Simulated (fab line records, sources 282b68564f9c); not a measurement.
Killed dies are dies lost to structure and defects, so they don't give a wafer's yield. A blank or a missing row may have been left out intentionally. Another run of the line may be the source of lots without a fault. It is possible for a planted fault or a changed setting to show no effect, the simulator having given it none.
fab line records ; flow rit_cmos
record lots=6; wafers=18; last_day=8
route steps=202 shown REOX@99 NLDD@103 PLDD@115 SPACER@125 NSD@131 M1@202
lots that met no fault: taken from a fault-free run of the same line
start_h: hours from the record's first day to the start of the lot's first wafer shown ; wait_h: hours since the lot's step before ; " repeats the value in the row above ; L1.1+2: a single row standing in for several wafers ; - value missing, or start not given ; * or withheld: withheld ; < > ~ a bound
route shown NAME@n: a module of which the file shows steps, and the number in the route of the first ; usual: mean/standard deviation of fault-free wafers ; same: alike in all rows ; chamber/n: place in a boat ; sites: the reading at each site ; _std_site: standard deviation across them ; _edge_site: mean of outer sites minus mean of inner sites ; radius_mm: how far each site lies from the wafer's centre ; mask NAME#n: copy n ; behind: the most recent tool/chamber to have shaped the wafer ; hold: cause of the lot's hold/its duration in hours/its outcome ; device: which transistor (n, p or np) failed to switch ; end of line: the tests these same wafers got at the end of their route ; for a step that has no rows: nothing shown but its recipe ; killed: the dies lost at the first sort to structure and to defects; this is not the yield of the wafer ; map: a wafer's dies, marking killed ones x, the rest . and places with no die _
set.NAME: the run value of the setting; set.NAME@STEP: its run value at that earlier step ; model.NAME: the simulator's own value behind a step, which no gauge read
lots seen at some steps along the route; tables by step, rows by wafer
services: when a tool's chamber went out of use (start_h, in hours from the record's first day, below 0 if earlier), for how many hours, and the reason
## steps
# step RIT_REOX_CLEAN_01
# recipe chemistry=dHF; dilution=50:1; time_s=30
# step RIT_REOX_CLEAN_02
# recipe chemistry=SC2; mix=3:3:50; time_s=600; temp_c=75; dry=n2_spin
# step RIT_REOX_OXIDATION_03
# recipe temp_c=900; ambient=O2; target_thk_a=252; ox_time_s=5804
# step RIT_REOX_THK_MEAS_04
# recipe reads=SiO2_of_REOX_OXIDATION_03
# usual REOX_OXIDE_THK=26.1/0.42
lot.wafer;tool;chamber;start_h;wait_h;REOX_OXIDE_THK[nm]
L500.2;film_metro-02;-;88.32;0.0;25.7
L500.5;film_metro-02;-;88.32;0.0;25.9
L500.6;film_metro-02;-;88.32;0.0;25.7
L505.3;film_metro-02;-;110.39;0.0;26.3
L505.4;film_metro-02;-;110.39;0.0;25.5
L505.6;film_metro-02;-;110.39;0.0;25.8
L510.3;film_metro-03;-;133.56;0.0;26.4
L510.4;film_metro-03;-;133.56;0.0;26.5
L510.5;film_metro-03;-;133.56;0.0;26.3
L511.3;film_metro-01;-;133.56;0.0;25.6
L511.4;film_metro-01;-;133.56;0.0;25.4
L511.5;film_metro-01;-;133.56;0.0;25.3
L513.2;film_metro-02;-;147.09;0.0;26.4
L513.4;film_metro-02;-;147.09;0.0;25.8
L513.5;film_metro-02;-;147.09;0.0;26.0
L516.4;film_metro-03;-;164.33;0.0;26.5
L516.5;film_metro-03;-;164.33;0.0;26.3
L516.6;film_metro-03;-;164.33;0.0;26.3
# step RIT_NLDD_HMDS_00
# recipe prime_time_s=60; prime_temp_c=140
# step RIT_NLDD_COAT_01
# recipe resist=NOVOLAK; spin_rpm=3250; resist_thk_nm=1000
# step RIT_NLDD_SOFTBAKE_02
# recipe resist=NOVOLAK; temp_c=90; time_s=60
# step RIT_NLDD_EXPOSE_03
# recipe mask_id=M7; na=0.57; target_cd_nm=40700; dose_mj=250
# step RIT_NLDD_PEB_04
# recipe resist=NOVOLAK; temp_c=withheld; time_s=withheld
# step RIT_NLDD_DEVELOP_05
# recipe resist=NOVOLAK; develop_time_s=50; dev_temp_c=23
# step RIT_NLDD_OVL_MEAS_06
# usual NLDD_OVL=0.2/1.4
lot.wafer;tool;chamber;start_h;wait_h;NLDD_OVL[nm]
L500.2;overlay-01;-;89.35;-;-0.1
L500.5;overlay-01;-;89.35;-;0.4
L500.6;overlay-01;-;89.35;-;2.5
L505.3;overlay-01;-;111.43;-;0.8
L505.4;overlay-01;-;111.43;-;-0.5
L505.6;overlay-01;-;111.43;-;-1.5
L510.3;overlay-02;-;134.62;-;0.5
L510.4;overlay-02;-;134.62;-;-1.6
L510.5;overlay-02;-;134.62;-;0.4
L511.3;overlay-01;-;134.63;-;2.5
L511.4;overlay-01;-;134.63;-;1.8
L511.5;overlay-01;-;134.63;-;1.0
L513.2;overlay-01;-;148.12;-;-0.6
L513.4;overlay-01;-;148.12;-;0.4
L513.5;overlay-01;-;148.12;-;-1.0
L516.4;overlay-01;-;165.51;-;-0.8
L516.5;overlay-01;-;165.51;-;-0.4
L516.6;overlay-01;-;165.51;-;0.1
# step RIT_NLDD_HARDBAKE_07
# recipe resist=NOVOLAK; temp_c=140; time_s=60
# step RIT_NLDD_IMPLANT_08
# recipe species=P; energy_kev=20; dose_cm2=5e+14; tilt_deg=7
# usual beam_on_s=10.01/0.19; dose_ions_cm2=5e+14/6e+11; faraday_current_uA=1571/29
lot.wafer;tool;chamber;start_h;wait_h;beam_on_s;dose_ions_cm2;faraday_current_uA
L500.2;implanter-01;0;89.55;0.1;9.62;4.996e+14;1633
L500.5;implanter-01;0;89.55;0.1;9.64;4.991e+14;1633
L500.6;implanter-01;0;89.55;0.1;9.77;4.995e+14;1603
L505.3;implanter-04;0;111.66;0.1;10.21;4.999e+14;1532
L505.4;implanter-04;0;111.66;0.1;9.79;5.002e+14;1607
L505.6;implanter-04;0;111.66;0.1;10.22;4.996e+14;1537
L510.3;implanter-04;0;134.84;0.1;10.14;5.001e+14;1541
L510.4;implanter-04;0;134.84;0.1;10.13;5.008e+14;1558
L510.5;implanter-04;0;134.84;0.1;10.02;5.003e+14;1574
L511.3;implanter-01;0;134.95;0.1;14.49;4.997e+14;1088
L511.4;implanter-01;0;134.95;0.1;14.07;5.002e+14;1110
L511.5;implanter-01;0;134.95;0.1;14.37;4.998e+14;1095
L513.2;implanter-01;0;148.32;0.1;14.28;5.005e+14;1095
L513.4;implanter-01;0;148.32;0.1;14.03;5.008e+14;1123
L513.5;implanter-01;0;148.32;0.1;14.43;5.003e+14;1088
L516.4;implanter-03;0;165.75;0.1;10.15;5e+14;1546
L516.5;implanter-03;0;165.75;0.1;9.98;5.007e+14;1571
L516.6;implanter-03;0;165.75;0.1;9.92;4.994e+14;1587
# step RIT_NLDD_STRIP_09
# recipe chemistry=O2; time_s=180; resist=NOVOLAK; platen_temp_c=withheld; power_w=500; pressure_mtorr=4000; o2_flow_sccm=4000
# usual drypump_motor_current_A=6.0/0.31
lot.wafer;tool;chamber;start_h;wait_h;drypump_motor_current_A;rf_hours_counter_h
L500.2;plasma_asher-03;1;89.68;0.1;5.8;45
L500.5;plasma_asher-03;0;89.68;0.1;5.8;-
L500.6;plasma_asher-03;1;89.68;0.1;5.8;-
L505.3;plasma_asher-04;1;111.81;0.1;6.3;-
L505.4;plasma_asher-04;0;111.81;0.1;6.7;-
L505.6;plasma_asher-04;1;111.81;0.1;6.3;-
L510.3;plasma_asher-03;1;135.00;0.1;5.8;-
L510.4;plasma_asher-03;0;135.00;0.1;5.8;-
L510.5;plasma_asher-03;0;135.00;0.1;5.8;-
L511.3;plasma_asher-02;0;135.11;0.1;5.7;-
L511.4;plasma_asher-02;1;135.11;0.1;5.9;-
L511.5;plasma_asher-02;1;135.11;0.1;5.9;-
L513.2;plasma_asher-02;0;148.45;0.1;5.8;54
L513.4;plasma_asher-02;1;148.45;0.1;5.9;-
L513.5;plasma_asher-02;0;148.45;0.1;5.8;-
L516.4;plasma_asher-02;1;165.89;0.1;5.9;-
L516.5;plasma_asher-02;1;165.89;0.1;5.9;-
L516.6;plasma_asher-02;0;165.89;0.1;5.8;-
# step RIT_NLDD_TW_MEAS_10
# usual NLDD_TW=2472/12
lot.wafer;tool;chamber;start_h;wait_h;hold;NLDD_TW
L500.2;film_metro-03;-;89.86;0.1;-;2470
L500.5;film_metro-03;-;89.86;0.1;-;2466
L500.6;film_metro-03;-;89.86;0.1;-;2479
L505.3;film_metro-03;-;111.95;0.1;-;2470
L505.4;film_metro-03;-;111.95;0.1;-;2475
L505.6;film_metro-03;-;111.95;0.1;-;2477
L510.3;film_metro-04;-;135.13;0.1;-;2476
L510.4;film_metro-04;-;135.13;0.1;-;2470
L510.5;film_metro-04;-;135.13;0.1;-;2471
L511.3;film_metro-03;-;135.24;0.1;await_dispo/0.2h/release;2699
L511.4;film_metro-03;-;135.24;0.1;await_dispo/0.2h/release;2685
L511.5;film_metro-03;-;135.24;0.1;await_dispo/0.2h/release;2699
L511.3;film_metro-03;-;135.47;0.2;-;2694
L511.4;film_metro-03;-;135.47;0.2;-;2690
L511.5;film_metro-03;-;135.47;0.2;-;2697
L513.2;film_metro-01;-;148.63;0.1;await_dispo/0.2h/release;2714
L513.4;film_metro-01;-;148.63;0.1;await_dispo/0.2h/release;2704
L513.5;film_metro-01;-;148.63;0.1;await_dispo/0.2h/release;2704
L513.2;film_metro-01;-;148.86;0.2;-;2714
L513.4;film_metro-01;-;148.86;0.2;-;2732
L513.5;film_metro-01;-;148.86;0.2;-;2726
L516.4;film_metro-01;-;166.03;0.1;-;2475
L516.5;film_metro-01;-;166.03;0.1;-;2487
L516.6;film_metro-01;-;166.03;0.1;-;2479
# step RIT_PLDD_COAT_01
# recipe resist=NOVOLAK; spin_rpm=3250; resist_thk_nm=1012
# step RIT_PLDD_SOFTBAKE_02
# recipe resist=NOVOLAK; temp_c=90; time_s=60
# step RIT_PLDD_EXPOSE_03
# recipe mask_id=M8; na=0.57; target_cd_nm=40900; dose_mj=250
# step RIT_PLDD_PEB_04
# recipe resist=NOVOLAK; temp_c=withheld; time_s=withheld
# step RIT_PLDD_DEVELOP_05
# recipe resist=NOVOLAK; develop_time_s=50; dev_temp_c=23
# step RIT_PLDD_OVL_MEAS_06
# usual PLDD_OVL=0.4/1.3
lot.wafer;tool;chamber;start_h;wait_h;PLDD_OVL[nm]
L500.2;overlay-01;-;90.90;-;-3.3
L500.5;overlay-01;-;90.90;-;-1.3
L500.6;overlay-01;-;90.90;-;-0.4
L505.3;overlay-02;-;112.88;-;-0.2
L505.4;overlay-02;-;112.88;-;0.3
L505.6;overlay-02;-;112.88;-;-0.6
L510.3;overlay-02;-;136.04;-;0.2
L510.4;overlay-02;-;136.04;-;1.4
L510.5;overlay-02;-;136.04;-;0.1
L511.3;overlay-02;-;138.44;-;-0.7
L511.4;overlay-02;-;138.44;-;-0.7
L511.5;overlay-02;-;138.44;-;-0.8
L513.2;overlay-02;-;155.81;-;-0.1
L513.4;overlay-02;-;155.81;-;1.8
L513.5;overlay-02;-;155.81;-;1.7
L516.4;overlay-02;-;167.18;-;1.6
L516.5;overlay-02;-;167.18;-;0.5
L516.6;overlay-02;-;167.18;-;0.0
# step RIT_PLDD_HARDBAKE_07
# recipe resist=NOVOLAK; temp_c=140; time_s=60
# step RIT_PLDD_IMPLANT_08
# recipe species=BF2; energy_kev=20; dose_cm2=9e+14; tilt_deg=7
# step RIT_PLDD_STRIP_09
# recipe chemistry=O2; time_s=180; resist=NOVOLAK; platen_temp_c=withheld; power_w=500; pressure_mtorr=4000; o2_flow_sccm=4000
# usual drypump_motor_current_A=6.2/0.36
lot.wafer;tool;chamber;start_h;wait_h;drypump_motor_current_A;rf_hours_counter_h
L500.2;plasma_asher-03;1;91.23;0.1;5.8;45
L500.5;plasma_asher-03;0;91.23;0.1;5.8;-
L500.6;plasma_asher-03;1;91.23;0.1;5.8;-
L505.3;plasma_asher-04;0;113.26;0.1;6.7;-
L505.4;plasma_asher-04;1;113.26;0.1;6.3;-
L505.6;plasma_asher-04;1;113.26;0.1;6.3;-
L510.3;plasma_asher-04;0;136.42;0.1;6.6;-
L510.4;plasma_asher-04;1;136.42;0.1;6.3;-
L510.5;plasma_asher-04;1;136.42;0.1;6.3;-
L511.3;plasma_asher-03;1;138.82;0.1;5.8;-
L511.4;plasma_asher-03;0;138.82;0.1;5.9;-
L511.5;plasma_asher-03;1;138.82;0.1;5.8;-
L513.2;plasma_asher-03;0;156.14;0.1;5.8;50
L513.4;plasma_asher-03;0;156.14;0.1;5.8;-
L513.5;plasma_asher-03;0;156.14;0.1;5.9;-
L516.4;plasma_asher-01;1;167.55;0.1;6.4;-
L516.5;plasma_asher-01;1;167.55;0.1;6.5;-
L516.6;plasma_asher-01;0;167.55;0.1;5.7;-
# step RIT_PLDD_TW_MEAS_10
# usual PLDD_TW=2328/13
lot.wafer;tool;chamber;start_h;wait_h;PLDD_TW
L500.2;film_metro-04;-;91.41;0.1;2323
L500.5;film_metro-04;-;91.41;0.1;2322
L500.6;film_metro-04;-;91.41;0.1;2326
L505.3;film_metro-03;-;113.40;0.1;2334
L505.4;film_metro-03;-;113.40;0.1;2333
L505.6;film_metro-03;-;113.40;0.1;2331
L510.3;film_metro-01;-;136.56;0.1;2340
L510.4;film_metro-01;-;136.56;0.1;2350
L510.5;film_metro-01;-;136.56;0.1;2347
L511.3;film_metro-04;-;138.96;0.1;2316
L511.4;film_metro-04;-;138.96;0.1;2340
L511.5;film_metro-04;-;138.96;0.1;2328
L513.2;film_metro-04;-;156.33;0.1;2320
L513.4;film_metro-04;-;156.33;0.1;2315
L513.5;film_metro-04;-;156.33;0.1;2313
L516.4;film_metro-03;-;167.70;0.1;2328
L516.5;film_metro-03;-;167.70;0.1;2340
L516.6;film_metro-03;-;167.70;0.1;2340
# step RIT_SPACER_CLEAN_00
# recipe chemistry=SC1; mix=3:3:50; time_s=600; temp_c=75
# step RIT_SPACER_CLEAN_01
# recipe chemistry=dHF; dilution=50:1; time_s=30
# step RIT_SPACER_CLEAN_02
# recipe chemistry=SC2; mix=3:3:50; time_s=600; temp_c=75; dry=n2_spin
# step RIT_SPACER_CVD_03
# recipe material=Si3N4; target_thk_nm=250; temp_c=810; precursor=SiH2Cl2/NH3; time_s=3300; pressure_mtorr=300; sih2cl2_flow_sccm=60; nh3_flow_sccm=150
# step RIT_SPACER_THK_MEAS_04
# recipe reads=Si3N4_of_SPACER_CVD_03
# usual SPACER_NITRIDE_THK=250.2/2.7
lot.wafer;tool;chamber;start_h;wait_h;SPACER_NITRIDE_THK[nm]
L500.2;film_metro-03;-;93.93;0.0;245.7
L500.5;film_metro-03;-;93.93;0.0;244.7
L500.6;film_metro-03;-;93.93;0.0;246.8
L505.3;film_metro-02;-;115.74;0.0;248.5
L505.4;film_metro-02;-;115.74;0.0;247.8
L505.6;film_metro-02;-;115.74;0.0;248.3
L510.3;film_metro-03;-;138.93;0.0;249.7
L510.4;film_metro-03;-;138.93;0.0;250.4
L510.5;film_metro-03;-;138.93;0.0;251.0
L511.3;film_metro-03;-;141.36;0.0;248.1
L511.4;film_metro-03;-;141.36;0.0;249.2
L511.5;film_metro-03;-;141.36;0.0;249.7
L513.2;film_metro-03;-;159.48;0.0;248.9
L513.4;film_metro-03;-;159.48;0.0;249.8
L513.5;film_metro-03;-;159.48;0.0;249.2
L516.4;film_metro-02;-;170.75;0.0;247.9
L516.5;film_metro-02;-;170.75;0.0;248.3
L516.6;film_metro-02;-;170.75;0.0;247.7
# step RIT_SPACER_ETCHBACK_05
# recipe target_depth_a=2500; SF6_flow_sccm=30; CHF3_flow_sccm=30; target=Si3N4; chemistry=SF6/CHF3; pressure_mtorr=40; rf_w=250; time_s=240; stop_on=SiO2
# usual drypump_motor_current_A=5.8/0.47; oes_product_au=0.849/0.013; throttle_valve_pct=10.30/0.16
lot.wafer;tool;chamber;start_h;wait_h;drypump_motor_current_A;oes_product_au;rf_hours_counter_h;throttle_valve_pct
L500.2;rie_diel-04;0;93.98;0.0;6.2;0.861;125;10.25
L500.5;rie_diel-04;1;93.98;0.0;5.4;0.851;-;10.54
L500.6;rie_diel-04;2;93.98;0.0;5.6;0.831;-;10.11
L505.3;rie_diel-02;2;115.78;0.0;5.7;0.840;36;10.32
L505.4;rie_diel-02;3;115.78;0.0;5.1;0.860;70;10.17
L505.6;rie_diel-02;3;115.78;0.0;5.1;0.861;-;10.17
L510.3;rie_diel-01;1;138.97;0.0;6.2;0.841;5;10.06
L510.4;rie_diel-01;3;138.97;0.0;6.1;0.860;-;10.14
L510.5;rie_diel-01;1;138.97;0.0;6.2;0.843;-;10.07
L511.3;rie_diel-04;3;141.40;0.0;5.4;0.833;92;10.14
L511.4;rie_diel-04;1;141.40;0.0;5.5;0.855;55;10.55
L511.5;rie_diel-04;2;141.40;0.0;5.6;0.849;-;10.12
L513.2;rie_diel-02;2;159.53;0.0;5.7;0.835;37;10.34
L513.4;rie_diel-02;0;159.53;0.0;6.2;0.833;42;10.44
L513.5;rie_diel-02;1;159.53;0.0;6.4;0.841;-;10.48
L516.4;rie_diel-04;3;170.78;0.0;5.4;0.834;93;10.11
L516.5;rie_diel-04;3;170.78;0.0;5.4;0.832;-;10.13
L516.6;rie_diel-04;0;170.78;0.0;6.1;0.862;-;10.26
# step RIT_NSD_HMDS_00
# recipe prime_time_s=60; prime_temp_c=140
# step RIT_NSD_COAT_01
# recipe resist=NOVOLAK; spin_rpm=3250; resist_thk_nm=1000
# step RIT_NSD_SOFTBAKE_02
# recipe resist=NOVOLAK; temp_c=90; time_s=60
# step RIT_NSD_EXPOSE_03
# recipe mask_id=M9; na=0.57; target_cd_nm=40700; dose_mj=250
# step RIT_NSD_PEB_04
# recipe resist=NOVOLAK; temp_c=withheld; time_s=withheld
# step RIT_NSD_DEVELOP_05
# recipe resist=NOVOLAK; develop_time_s=50; dev_temp_c=23.85
# step RIT_NSD_OVL_MEAS_06
# usual NSD_OVL=0.3/1.5
lot.wafer;tool;chamber;start_h;wait_h;NSD_OVL[nm]
L500.2;overlay-01;-;95.11;-;0.6
L500.5;overlay-01;-;95.11;-;1.2
L500.6;overlay-01;-;95.11;-;1.2
L505.3;overlay-02;-;116.80;-;0.0
L505.4;overlay-02;-;116.80;-;-2.7
L505.6;overlay-02;-;116.80;-;-1.7
L510.3;overlay-01;-;139.99;-;-0.5
L510.4;overlay-01;-;139.99;-;-1.9
L510.5;overlay-01;-;139.99;-;0.7
L511.3;overlay-01;-;142.67;-;-1.0
L511.4;overlay-01;-;142.67;-;-2.6
L511.5;overlay-01;-;142.67;-;-1.4
L513.2;overlay-02;-;160.68;-;0.0
L513.4;overlay-02;-;160.68;-;-0.5
L513.5;overlay-02;-;160.68;-;2.9
L516.4;overlay-02;-;171.92;-;1.6
L516.5;overlay-02;-;171.92;-;1.5
L516.6;overlay-02;-;171.92;-;0.7
# step RIT_NSD_HARDBAKE_07
# recipe resist=NOVOLAK; temp_c=140; time_s=60
# step RIT_NSD_IMPLANT_08
# recipe species=P; energy_kev=25; dose_cm2=1e+15; tilt_deg=7
# step RIT_NSD_STRIP_09
# recipe chemistry=O2; time_s=180; resist=NOVOLAK; platen_temp_c=withheld; power_w=500; pressure_mtorr=4000; o2_flow_sccm=4000
# usual drypump_motor_current_A=5.92/0.24
lot.wafer;tool;chamber;start_h;wait_h;drypump_motor_current_A;rf_hours_counter_h
L500.2;plasma_asher-02;0;95.44;0.1;5.77;47
L500.5;plasma_asher-02;1;95.44;0.1;5.95;-
L500.6;plasma_asher-02;0;95.44;0.1;5.78;-
L505.3;plasma_asher-02;1;117.35;0.1;5.92;-
L505.4;plasma_asher-02;0;117.35;0.1;5.74;-
L505.6;plasma_asher-02;1;117.35;0.1;5.92;-
L510.3;plasma_asher-03;0;140.37;0.1;5.83;-
L510.4;plasma_asher-03;1;140.37;0.1;5.79;-
L510.5;plasma_asher-03;0;140.37;0.1;5.82;-
L511.3;plasma_asher-03;1;143.05;0.1;5.78;-
L511.4;plasma_asher-03;0;143.05;0.1;5.84;-
L511.5;plasma_asher-03;0;143.05;0.1;5.86;-
L513.2;plasma_asher-03;1;161.11;0.1;5.76;51
L513.4;plasma_asher-03;1;161.11;0.1;5.77;-
L513.5;plasma_asher-03;0;161.11;0.1;5.84;-
L516.4;plasma_asher-02;1;172.29;0.1;5.93;-
L516.5;plasma_asher-02;1;172.29;0.1;5.93;-
L516.6;plasma_asher-02;0;172.29;0.1;5.74;-
# step RIT_SDANNEAL_RS_MEAS_07
# recipe thk_meas_gauge=four-point-probe
# usual NLDD_RS=151.5/0.55
lot.wafer;tool;chamber;start_h;wait_h;hold;NLDD_RS[ohm/sq]
L500.2;film_metro-04;-;97.96;0.1;-;152.1
L500.5;film_metro-04;-;97.96;0.1;-;151.9
L500.6;film_metro-04;-;97.96;0.1;-;152.4
L505.3;film_metro-01;-;120.02;0.1;-;150.8
L505.4;film_metro-01;-;120.02;0.1;-;151.0
L505.6;film_metro-01;-;120.02;0.1;-;150.5
L510.3;film_metro-03;-;142.81;0.1;-;150.8
L510.4;film_metro-03;-;142.81;0.1;-;150.7
L510.5;film_metro-03;-;142.81;0.1;-;150.8
L511.3;film_metro-04;-;145.74;0.1;await_dispo/0.2h/release;113.7
L511.4;film_metro-04;-;145.74;0.1;await_dispo/0.2h/release;113.9
L511.5;film_metro-04;-;145.74;0.1;await_dispo/0.2h/release;113.8
L511.3;film_metro-04;-;146.11;0.3;-;113.4
L511.4;film_metro-04;-;146.11;0.3;-;114.0
L511.5;film_metro-04;-;146.11;0.3;-;113.5
L513.2;film_metro-01;-;163.99;0.1;await_dispo/0.2h/release;113.1
L513.4;film_metro-01;-;163.99;0.1;await_dispo/0.2h/release;113.6
L513.5;film_metro-01;-;163.99;0.1;await_dispo/0.2h/release;113.2
L513.2;film_metro-01;-;164.28;0.3;-;113.3
L513.4;film_metro-01;-;164.28;0.3;-;113.5
L513.5;film_metro-01;-;164.28;0.3;-;113.3
L516.4;film_metro-03;-;174.86;0.1;-;151.6
L516.5;film_metro-03;-;174.86;0.1;-;151.8
L516.6;film_metro-03;-;174.86;0.1;-;151.3
# step RIT_M1_PROBE_99
# usual defect_limited_yield=97.1/1.1; killed_at_front_end=7.5/2.8; killed_dies=7.6/2.9; killed_open=3.7/2; killed_short=3.8/2; sort_bin_3_pad_short=0.1/0.25; sort_bin_5_function=1.6/0.85; sort_bin_6_memory=1.1/0.62; sort_n_pass=256.4/2.9; sort_yield_pct=97.1/1.1
# same gross_dies=264; killed_at_M0_to_M3=0; killed_at_M4_up=0; killed_at_back_side=0; killed_at_contacts=0; killed_at_other=0
lot.wafer;tool;chamber;start_h;wait_h;defect_limited_yield[%];killed_at_front_end;killed_dies;killed_open;killed_short;sort_bin_3_pad_short[%];sort_bin_5_function[%];sort_bin_6_memory[%];sort_n_pass;sort_yield_pct[%]
L510.3;prober-01;-;150.03;0.2;97.3;7;7;4;3;0;1.1;1.5;257.0;97.3
L510.4;prober-01;-;150.08;0.2;98.9;3;3;1;2;0.4;0;0.8;261.0;98.9
L510.5;prober-01;-;150.13;0.2;96.6;9;9;6;3;0;1.5;1.9;255.0;96.6
L516.4;prober-01;-;182.28;0.2;97.7;6;6;2;4;0;0.4;1.9;258.0;97.7
L516.5;prober-01;-;182.33;0.2;97.0;8;8;2;6;0;1.9;1.1;256.0;97.0
L516.6;prober-01;-;182.38;0.2;95.5;12;12;4;8;0.4;3.0;1.1;252.0;95.5
# killed by level:class
L510.3 GATE:geometric_particle:short=3 GATE:geometric_particle:open=2 FOX1:geometric_particle:open=1 SILICIDE:geometric_particle:open=1
L510.4 FOX2:geometric_particle:open=1 REOX:geometric_particle:short=1 SILICIDE:geometric_particle:short=1
L510.5 GATE:geometric_particle:short=2 GATE:geometric_particle:open=2 REOX:geometric_particle:open=2 FOX1:geometric_particle:open=1 SILICIDE:geometric_particle:open=1 SILICIDE:geometric_particle:short=1
L516.4 FOX2:geometric_particle:short=2 GATE:geometric_particle:short=2 FOX2:geometric_particle:open=1 GATE:geometric_particle:open=1
L516.5 GATE:geometric_particle:short=4 FOX1:geometric_particle:short=1 FOX2:geometric_particle:open=1 SPACER:geometric_particle:short=1 SILICIDE:geometric_particle:open=1
L516.6 FOX2:geometric_particle:short=3 SILICIDE:geometric_particle:open=2 SILICIDE:geometric_particle:short=2 FOX1:geometric_particle:open=1 FOX1:geometric_particle:short=1 FOX2:geometric_particle:open=1 GATE:geometric_particle:short=1 SPACER:geometric_particle:short=1
## services
tool;chamber;start_h;hours;kind
plasma_asher-02;-;72.58;11.4;pm
implanter-03;-;78.52;5.1;repair
implanter-04;-;79.59;1.8;repair
rie_diel-02;3;100.56;8.9;repair
rie_diel-04;-;107.70;28.1;pm
plasma_asher-01;-;108.75;9.0;pm
plasma_asher-01;0;108.75;9.0;vent_cycle
plasma_asher-01;1;108.75;9.0;vent_cycle
plasma_asher-03;-;110.39;7.6;repair
plasma_asher-01;0;117.75;-;clean
plasma_asher-01;1;117.75;-;clean
implanter-03;-;121.64;3.7;repair
rie_diel-01;2;130.62;-;clean
rie_diel-01;2;130.62;23.5;scheduled_down
rie_diel-01;2;130.62;23.5;vent_cycle
implanter-03;-;134.88;18.7;repair
plasma_asher-04;-;158.88;1.4;repair
plasma_asher-03;-;162.43;1.9;repair
implanter-01;-;169.80;2.1;repair
implanter-04;-;169.81;3.1;pm
implanter-03;-;172.34;7.3;repair
## key
first_sign step=RIT_NLDD_IMPLANT_08; reading=beam_on_s; direction=up; sigmas=22; usual=10.01; struck=14.28
effect step=RIT_NLDD_IMPLANT_08; reading=faraday_current_uA; direction=down; sigmas=16; usual=1571; struck=1100
effect step=RIT_NLDD_TW_MEAS_10; reading=visit; direction=added
effect step=RIT_NLDD_TW_MEAS_10; reading=NLDD_TW; direction=up; sigmas=18; usual=2472; struck=2701
effect step=RIT_SDANNEAL_RS_MEAS_07; reading=NLDD_RS; direction=down; sigmas=69; usual=151.5; struck=113.6
met_at RIT_NLDD_IMPLANT_08
struck_wafers L511.3,L511.4,L511.5,L513.2,L513.4,L513.5
scrapped_behind RIT_SDANNEAL_RS_MEAS_07 L511.3,L511.4,L511.5,L513.2,L513.4,L513.5
onset_between 89.55 134.95
fault kind=process_parameter_drift; tool=implanter-01; chamber=-; onset_h=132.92; steps=RIT_NLDD_IMPLANT_08; channel=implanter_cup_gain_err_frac; offset=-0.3; shape=step; end_h=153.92
